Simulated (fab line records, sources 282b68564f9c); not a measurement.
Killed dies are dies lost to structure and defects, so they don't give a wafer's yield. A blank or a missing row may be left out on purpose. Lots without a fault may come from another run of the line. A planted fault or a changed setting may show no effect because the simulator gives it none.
fab line records | flow rit_cmos
record lots=13 wafers=39 last_day=7
route steps=202 shown M1@184
lots that met no fault: from a run of the same line without faults
start_h: hours from the record's first day to the start of the lot's first wafer shown | wait_h: hours since the lot's step before | " the same as in the row above | L1.1+2: a row that stands for several wafers | - no value, or no start given | * or withheld: withheld | < > ~ a bound
route shown NAME@n: a module of which the file shows steps, and the number in the route of the first | usual: mean/standard deviation of fault-free wafers | same: alike in all rows | chamber/n: place in a boat | sites: the reading at each site | _std_site: their standard deviation | _edge_site: outer sites' mean less inner sites' | radius_mm: how far each site lies from the wafer's centre | mask NAME#n: copy n | behind: the tool/chamber that last shaped the wafer | hold: why the lot was held/for how many hours/how that ended | device: the transistor (n, p or np) that didn't switch | end of line: the same wafers' tests at the end of the route | a step without rows: its recipe alone | killed: dies lost to structure and defects at the first sort, not the wafer's yield | map: a wafer's dies, x killed, . not, _ none there
set.NAME: the setting as run; set.NAME@STEP: as run at that earlier step | model.NAME: the simulator's own value behind a step, which no gauge read
steps of the route over a sample of lots; a table a step, a row a wafer
services: from which hour (start_h, from the record's first day; less than 0 if before it) a tool's chamber was out of use, for how many hours, and why
## steps
# step RIT_M1_SPUTTER_00
# recipe material=Al target_thk_nm=400 power_w=2000 chamber_pressure_pa=0.4 gas=Ar time_s=500 substrate_temp_c=25
# usual throttle_valve_pct=29.9/1.2
# columns lot.wafer tool chamber start_h wait_h throttle_valve_pct
L656.1 pvd_sputter-04 - 61.89 0.0 29.9
L656.2 " - " " 28.6
L656.5 " - " " 28.9
L657.2 pvd_sputter-03 - 65.48 0.0 29.7
L657.4 " - " " 30.4
L657.6 " - " " 29.8
L659.1 pvd_sputter-03 - 78.92 0.0 29.7
L659.4 " - " " 29.4
L659.6 " - " " 30.5
L660.1 pvd_sputter-04 - 82.67 0.0 29.9
L660.2 " - " " 30.6
L660.4 " - " " 31.5
L661.1 pvd_sputter-03 - 89.41 0.0 30.6
L661.3 " - " " 29.4
L661.5 " - " " 30.1
L662.1 pvd_sputter-04 - 92.97 0.0 31.4
L662.3 " - " " 29.9
L662.4 " - " " 30.6
L664.3 pvd_sputter-04 - 104.22 0.0 29.8
L664.4 " - " " 28.6
L664.5 " - " " 31.4
L666.1 pvd_sputter-04 - 111.11 0.0 30.6
L666.3 " - " " 29.8
L666.6 " - " " 28.6
L671.3 pvd_sputter-03 - 138.22 0.0 32.1
L671.4 " - " " 29.4
L671.5 " - " " 30.2
L673.1 pvd_sputter-02 - 147.74 0.0 27.6
L673.2 " - " " 28.9
L673.6 " - " " 28.7
L674.1 pvd_sputter-04 - 154.91 0.0 29.6
L674.5 " - " " 30.7
L674.6 " - " " 31.5
L677.2 pvd_sputter-04 - 168.77 0.0 30.4
L677.5 " - " " 30.2
L677.6 " - " " 31.4
L678.2 pvd_sputter-02 - 170.40 0.0 27.5
L678.3 " - " " 30.1
L678.5 " - " " 27.2
# step RIT_M1_RS_MEAS_01
# recipe thk_meas_gauge=four-point-probe reads=Al_of_M1_SPUTTER_00
# usual M1_AL_RS=0.0737/0.0011
# columns lot.wafer tool chamber start_h wait_h hold M1_AL_RS[ohm/sq]
L656.1 film_metro-02 - 62.18 0.1 - 0.0731
L656.2 " - " " - 0.0738
L656.5 " - " " - 0.0743
L657.2 film_metro-04 - 65.80 0.2 - 0.0749
L657.4 " - " " - 0.0740
L657.6 " - " " - 0.0752
L659.1 film_metro-02 - 79.21 0.1 - 0.0751
L659.4 " - " " - 0.0732
L659.6 " - " " - 0.0734
L660.1 film_metro-02 - 82.96 0.1 - 0.0740
L660.2 " - " " - 0.0747
L660.4 " - " " - 0.0724
L661.1 film_metro-04 - 89.71 0.1 - 0.0743
L661.3 " - " " - 0.0759
L661.5 " - " " - 0.0731
L662.1 film_metro-01 - 93.26 0.1 - 0.0717
L662.3 " - " " - 0.0731
L662.4 " - " " - 0.0743
L664.3 film_metro-04 - 104.55 0.2 - 0.0733
L664.4 " - " " - 0.0740
L664.5 " - " " - 0.0716
L666.1 film_metro-01 - 111.40 0.1 - 0.0744
L666.3 " - " " - 0.0743
L666.6 " - " " - 0.0756
L671.3 film_metro-04 - 138.56 0.2 await_dispo/0.2h/release 0.0724
L671.4 " - " " await_dispo/0.2h/release 0.0739
L671.5 " - " " await_dispo/0.2h/release 0.0687
L671.3 film_metro-04 - 138.84 0.3 - 0.0726
L671.4 " - " " - 0.0740
L671.5 " - " " - 0.0687
L673.1 film_metro-04 - 148.04 0.1 - 0.0737
L673.2 " - " " - 0.0739
L673.6 " - " " - 0.0733
L674.1 film_metro-02 - 155.21 0.1 - 0.0746
L674.5 " - " " - 0.0746
L674.6 " - " " - 0.0732
L677.2 film_metro-04 - 169.09 0.2 - 0.0742
L677.5 " - " " - 0.0730
L677.6 " - " " - 0.0725
L678.2 film_metro-04 - 170.71 0.2 - 0.0720
L678.3 " - " " - 0.0736
L678.5 " - " " - 0.0726
# step RIT_M1_THK_MEAS_02
# recipe thk_meas_gauge=xrf reads=Al_of_M1_SPUTTER_00
# usual M1_AL_THK=401/6.4
# columns lot.wafer tool chamber start_h wait_h hold M1_AL_THK[nm]
L656.1 film_metro-02 - 62.30 0.1 - 403
L656.2 " - " " - 400
L656.5 " - " " - 396
L657.2 film_metro-04 - 65.91 0.1 - 396
L657.4 " - " " - 402
L657.6 " - " " - 397
L659.1 film_metro-02 - 79.33 0.1 - 389
L659.4 " - " " - 400
L659.6 " - " " - 400
L660.1 film_metro-02 - 83.08 0.1 - 398
L660.2 " - " " - 395
L660.4 " - " " - 406
L661.1 film_metro-04 - 89.83 0.1 - 398
L661.3 " - " " - 391
L661.5 " - " " - 406
L662.1 film_metro-01 - 93.38 0.1 - 410
L662.3 " - " " - 405
L662.4 " - " " - 397
L664.3 film_metro-04 - 104.65 0.1 - 404
L664.4 " - " " - 398
L664.5 " - " " - 414
L666.1 film_metro-01 - 111.52 0.1 - 397
L666.3 " - " " - 400
L666.6 " - " " - 391
L671.3 film_metro-04 - 143.72 4.9 await_dispo/0.2h/release 411
L671.4 " - " " await_dispo/0.2h/release 402
L671.5 " - " " await_dispo/0.2h/release 432
L671.3 film_metro-04 - 143.94 0.2 - 409
L671.4 " - " " - 401
L671.5 " - " " - 428
L673.1 film_metro-04 - 148.16 0.1 - 403
L673.2 " - " " - 403
L673.6 " - " " - 407
L674.1 film_metro-02 - 155.33 0.1 - 396
L674.5 " - " " - 394
L674.6 " - " " - 403
L677.2 film_metro-04 - 169.20 0.1 - 400
L677.5 " - " " - 405
L677.6 " - " " - 411
L678.2 film_metro-04 - 170.82 0.1 - 415
L678.3 " - " " - 406
L678.5 " - " " - 412
# step RIT_M1_PROBE_99
# usual defect_limited_yield=97.4/1.1 killed_at_contacts=0.1/0.35 killed_at_front_end=6.9/2.8 killed_dies=7.0/2.8 killed_on_rim=1.8/1.3 killed_open=3.4/2 killed_short=3.5/2.1 sort_bin_3_pad_short=0.1/0.19 sort_bin_5_function=1.5/0.79 sort_bin_6_memory=1.0/0.66 sort_n_pass=257.0/2.8 sort_yield_pct=97.3/1.1
# same gross_dies=264 killed_at_M0_to_M3=0 killed_at_M4_up=0 killed_at_back_side=0 killed_at_other=0
# columns lot.wafer tool chamber start_h wait_h hold defect_limited_yield[%] killed_at_contacts killed_at_front_end killed_dies killed_on_rim killed_open killed_short sort_bin_3_pad_short[%] sort_bin_5_function[%] sort_bin_6_memory[%] sort_n_pass sort_yield_pct[%]
L656.1 prober-02 - 65.90 0.1 - 95.1 0 13 13 4 4 9 0 3.0 1.9 251.0 95.1
L656.2 prober-02 - 65.95 0.1 - 98.1 0 5 5 3 0 5 0 0.8 1.1 259.0 98.1
L656.5 prober-02 - 66.10 0.2 - 95.1 0 13 13 2 6 7 0 2.7 2.3 251.0 95.1
L657.2 prober-01 - 69.72 0.1 - 96.2 0 10 10 1 4 6 0.4 2.3 1.1 254.0 96.2
L657.4 prober-01 - 69.82 0.2 - 98.1 0 5 5 2 5 0 0 0.8 1.1 259.0 98.1
L657.6 prober-01 - 69.92 0.2 - 98.1 0 5 5 3 2 3 0 1.1 0.8 259.0 98.1
L659.1 prober-01 - 83.06 0.1 - 97.3 0 7 7 2 0 7 0.4 1.1 1.1 257.0 97.3
L659.4 prober-01 - 83.21 0.2 - 96.6 0 9 9 0 4 5 0 2.3 1.1 255.0 96.6
L659.6 prober-01 - 83.31 0.2 - 97.3 0 7 7 1 5 2 0.4 0.8 1.5 257.0 97.3
L660.1 prober-02 - 86.86 0.1 - 97.0 0 8 8 3 3 5 0 1.5 1.5 256.0 97.0
L660.2 prober-02 - 86.91 0.1 - 100.0 0 0 0 0 0 0 0 0 0 264.0 100.0
L660.4 prober-02 - 87.01 0.2 - 97.3 0 7 7 3 4 3 0.4 1.9 0.4 257.0 97.3
L661.1 prober-01 - 93.43 0.1 - 97.7 0 6 6 3 1 5 0 1.5 0.8 258.0 97.7
L661.3 prober-01 - 93.53 0.2 - 98.1 0 5 5 2 1 4 0.8 1.1 0 259.0 98.1
L661.5 prober-01 - 93.63 0.2 - 95.8 1 10 11 4 4 7 0 1.1 3.0 253.0 95.8
L662.1 prober-02 - 96.98 0.1 - 97.7 0 6 6 1 3 3 0 1.5 0.8 258.0 97.7
L662.3 prober-02 - 97.08 0.2 - 96.2 0 10 10 2 2 8 0 2.7 1.1 254.0 96.2
L662.4 prober-02 - 97.13 0.2 - 97.7 0 6 6 2 3 3 0.4 1.5 0.4 258.0 97.7
L664.3 prober-02 - 108.45 0.2 - 97.7 0 6 6 1 3 3 0 1.1 1.1 258.0 97.7
L664.4 prober-02 - 108.50 0.2 - 98.9 0 3 3 0 2 1 0 0 1.1 261.0 98.9
L664.5 prober-02 - 108.55 0.2 - 97.0 0 8 8 2 4 4 0 2.7 0.4 256.0 97.0
L666.1 prober-02 - 115.24 0.1 - 97.7 0 6 6 1 3 3 0.4 0.4 1.5 258.0 97.7
L666.3 prober-02 - 115.34 0.2 - 98.5 0 4 4 0 3 1 0 0.8 0.8 260.0 98.5
L666.6 prober-02 - 115.49 0.2 - 98.5 0 4 4 0 1 3 0 0.4 1.1 260.0 98.5
L673.1 prober-01 - 151.92 0.1 - 96.6 1 8 9 3 2 6 0 1.5 1.9 255.0 96.6
L673.2 prober-01 - 151.97 0.1 - 96.6 2 7 9 1 3 5 0 1.9 1.5 255.0 96.6
L673.6 prober-01 - 152.17 0.2 - 97.3 0 7 7 1 4 3 0 1.9 0.8 257.0 97.3
L671.3 prober-01 - 157.43 4.7 await_dispo/4.6h/release 97.7 0 6 6 4 5 1 0 1.9 0.4 258.0 97.7
L671.4 prober-01 - 157.48 4.8 await_dispo/4.6h/release 97.3 0 7 7 0 5 1 0 1.1 1.5 257.0 97.3
L671.5 prober-01 - 157.53 4.8 await_dispo/4.6h/release 97.0 0 8 8 2 2 6 0 2.3 0.8 256.0 97.0
L674.1 prober-01 - 159.98 0.1 - 97.3 0 7 7 3 1 6 0 0.4 2.3 257.0 97.3
L674.5 prober-01 - 160.18 0.2 - 97.3 0 7 7 2 3 4 0 1.1 1.5 257.0 97.3
L674.6 prober-01 - 160.23 0.2 - 96.6 0 9 9 4 4 5 0.4 1.9 1.1 255.0 96.6
L677.2 prober-01 - 172.84 0.1 - 97.7 0 6 6 2 4 1 0 1.5 0.8 258.0 97.7
L677.5 prober-01 - 172.99 0.2 - 98.5 0 4 4 0 3 1 0 1.5 0 260.0 98.5
L677.6 prober-01 - 173.04 0.2 - 99.2 0 2 2 1 1 1 0.4 0.4 0 262.0 99.2
L678.2 prober-02 - 174.46 0.1 - 98.9 0 3 3 0 0 3 0 1.1 0 261.0 98.9
L678.3 prober-02 - 174.51 0.2 - 96.2 0 10 10 4 5 5 0.4 2.7 0.8 254.0 96.2
L678.5 prober-02 - 174.61 0.2 - 98.1 0 5 5 2 1 4 0 0.8 1.1 259.0 98.1
# killed by level:class
L656.1 GATE:geometric_particle:short=4 GATE:geometric_particle:open=3 SPACER:geometric_particle:short=3 FOX1:geometric_particle:short=1 REOX:geometric_particle:short=1 SPACER:geometric_particle:open=1
L656.2 GATE:geometric_particle:short=2 SILICIDE:geometric_particle:short=2 FOX1:geometric_particle:short=1
L656.5 FOX1:geometric_particle:short=3 FOX1:geometric_particle:open=3 GATE:geometric_particle:open=2 GATE:geometric_particle:short=2 SPACER:geometric_particle:short=2 SPACER:geometric_particle:open=1
L657.2 FOX1:geometric_particle:short=4 FOX1:geometric_particle:open=4 GATE:geometric_particle:short=1 SILICIDE:geometric_particle:short=1
L657.4 FOX1:geometric_particle:open=4 GATE:geometric_particle:open=1
L657.6 GATE:geometric_particle:short=2 FOX1:geometric_particle:open=1 FOX2:geometric_particle:open=1 REOX:geometric_particle:short=1
L659.1 FOX1:geometric_particle:short=2 GATE:geometric_particle:short=2 FOX2:geometric_particle:short=1 REOX:geometric_particle:short=1 SILICIDE:geometric_particle:short=1
L659.4 GATE:geometric_particle:short=3 REOX:geometric_particle:open=2 FOX1:geometric_particle:short=1 FOX1:geometric_particle:open=1 GATE:geometric_particle:open=1 REOX:geometric_particle:short=1
L659.6 FOX2:geometric_particle:open=2 GATE:geometric_particle:short=2 SILICIDE:geometric_particle:open=2 REOX:geometric_particle:open=1
L660.1 GATE:geometric_particle:short=5 GATE:geometric_particle:open=2 FOX1:geometric_particle:open=1
L660.4 GATE:geometric_particle:open=2 SPACER:geometric_particle:short=2 FOX1:geometric_particle:open=1 GATE:geometric_particle:short=1 SPACER:geometric_particle:open=1
L661.1 SPACER:geometric_particle:short=3 REOX:geometric_particle:short=1 FOX2:geometric_particle:short=1 GATE:geometric_particle:open=1
L661.3 GATE:geometric_particle:short=3 GATE:geometric_particle:open=1 SPACER:geometric_particle:short=1
L661.5 GATE:geometric_particle:short=2 GATE:geometric_particle:open=2 SPACER:geometric_particle:short=2 SILICIDE:geometric_particle:short=2 SPACER:geometric_particle:open=1 SILICIDE:geometric_particle:open=1 CONTACT:geometric_particle:short=1
L662.1 GATE:geometric_particle:short=1 GATE:geometric_particle:open=1 REOX:geometric_particle:short=1 SPACER:geometric_particle:short=1 SPACER:geometric_particle:open=1 SILICIDE:geometric_particle:open=1
L662.3 GATE:geometric_particle:short=4 SILICIDE:geometric_particle:short=3 FOX1:geometric_particle:short=1 GATE:geometric_particle:open=1 SILICIDE:geometric_particle:open=1
L662.4 REOX:geometric_particle:short=2 GATE:geometric_particle:short=1 GATE:geometric_particle:open=1 REOX:geometric_particle:open=1 SPACER:geometric_particle:open=1
L664.3 GATE:geometric_particle:short=3 GATE:geometric_particle:open=1 REOX:geometric_particle:open=1 SPACER:geometric_particle:open=1
L664.4 GATE:geometric_particle:open=1 GATE:geometric_particle:short=1 SPACER:geometric_particle:open=1
L664.5 REOX:geometric_particle:open=3 GATE:geometric_particle:short=2 GATE:geometric_particle:open=1 REOX:geometric_particle:short=1 SPACER:geometric_particle:short=1
L666.1 GATE:geometric_particle:open=2 GATE:geometric_particle:short=1 REOX:geometric_particle:short=1 REOX:geometric_particle:open=1 SPACER:geometric_particle:short=1
L666.3 FOX1:geometric_particle:short=1 FOX2:geometric_particle:open=1 SPACER:geometric_particle:open=1 SILICIDE:geometric_particle:open=1
L666.6 SILICIDE:geometric_particle:short=2 FOX1:geometric_particle:short=1 SILICIDE:geometric_particle:open=1
L673.1 SPACER:geometric_particle:short=3 GATE:geometric_particle:short=2 FOX2:geometric_particle:short=1 GATE:geometric_particle:open=1 SILICIDE:geometric_particle:open=1 CONTACT:coat_microbubble_printed=1
L673.2 GATE:geometric_particle:short=3 GATE:geometric_particle:open=1 REOX:geometric_particle:open=1 SILICIDE:geometric_particle:open=1 SILICIDE:geometric_particle:short=1 CONTACT:geometric_particle:short=1 CONTACT:coat_microbubble_printed=1
L673.6 GATE:geometric_particle:open=2 GATE:geometric_particle:short=2 FOX2:geometric_particle:open=1 SPACER:geometric_particle:open=1 SPACER:geometric_particle:short=1
L671.3 SILICIDE:geometric_particle:open=3 FOX2:geometric_particle:short=1 FOX2:geometric_particle:open=1 SPACER:geometric_particle:open=1
L671.4 FOX2:geometric_particle:open=2 GATE:geometric_particle:open=2 REOX:geometric_particle:open=1 SILICIDE:geometric_particle:short=1 ACTIVE:coat_microbubble_printed=1
L671.5 REOX:geometric_particle:short=2 SILICIDE:geometric_particle:short=2 FOX1:geometric_particle:short=1 FOX2:geometric_particle:short=1 FOX2:geometric_particle:open=1 GATE:geometric_particle:open=1
L674.1 GATE:geometric_particle:short=3 FOX1:geometric_particle:short=1 REOX:geometric_particle:short=1 SPACER:geometric_particle:open=1 SPACER:geometric_particle:short=1
L674.5 GATE:geometric_particle:open=3 FOX1:geometric_particle:short=2 GATE:geometric_particle:short=1 SPACER:geometric_particle:short=1
L674.6 GATE:geometric_particle:short=3 GATE:geometric_particle:open=3 FOX1:geometric_particle:short=1 FOX1:geometric_particle:open=1 REOX:geometric_particle:short=1
L677.2 GATE:geometric_particle:open=2 FOX1:geometric_particle:open=1 SPACER:geometric_particle:open=1 FOX2:geometric_particle:short=1 NWELL:coat_microbubble_printed=1
L677.5 GATE:geometric_particle:open=3 SPACER:geometric_particle:short=1
L677.6 SPACER:geometric_particle:short=1 SILICIDE:geometric_particle:open=1
L678.2 FOX1:geometric_particle:short=1 GATE:geometric_particle:short=1 SILICIDE:geometric_particle:short=1
L678.3 GATE:geometric_particle:short=3 GATE:geometric_particle:open=3 FOX1:geometric_particle:short=2 FOX1:geometric_particle:open=1 SILICIDE:geometric_particle:open=1
L678.5 GATE:geometric_particle:short=2 REOX:geometric_particle:short=2 FOX1:geometric_particle:open=1
## services
# columns tool chamber start_h hours kind
pvd_sputter-03 - 56.36 5.5 repair
pvd_sputter-04 - 56.73 3.1 repair
pvd_sputter-03 - 73.05 1.8 repair
pvd_sputter-03 - 147.63 5.5 repair
## key
first_sign step=RIT_M1_RS_MEAS_01 reading=visit direction=added
effect step=RIT_M1_RS_MEAS_01 reading=M1_AL_RS direction=down sigmas=4.5 usual=0.0737 struck=0.0687
effect step=RIT_M1_THK_MEAS_02 reading=visit direction=added
met_at RIT_M1_SPUTTER_00
struck_lots L671
struck_wafers L671.5
onset_between 89.41 138.22
fault kind=process_parameter_drift tool=pvd_sputter-03 chamber=- onset_h=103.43 steps=RIT_M1_SPUTTER_00 channel=target_thk_nm offset=22.02 shape=step end_h=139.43 acts_in=these_recipes_only stated=400 scope=struck_wafers_only
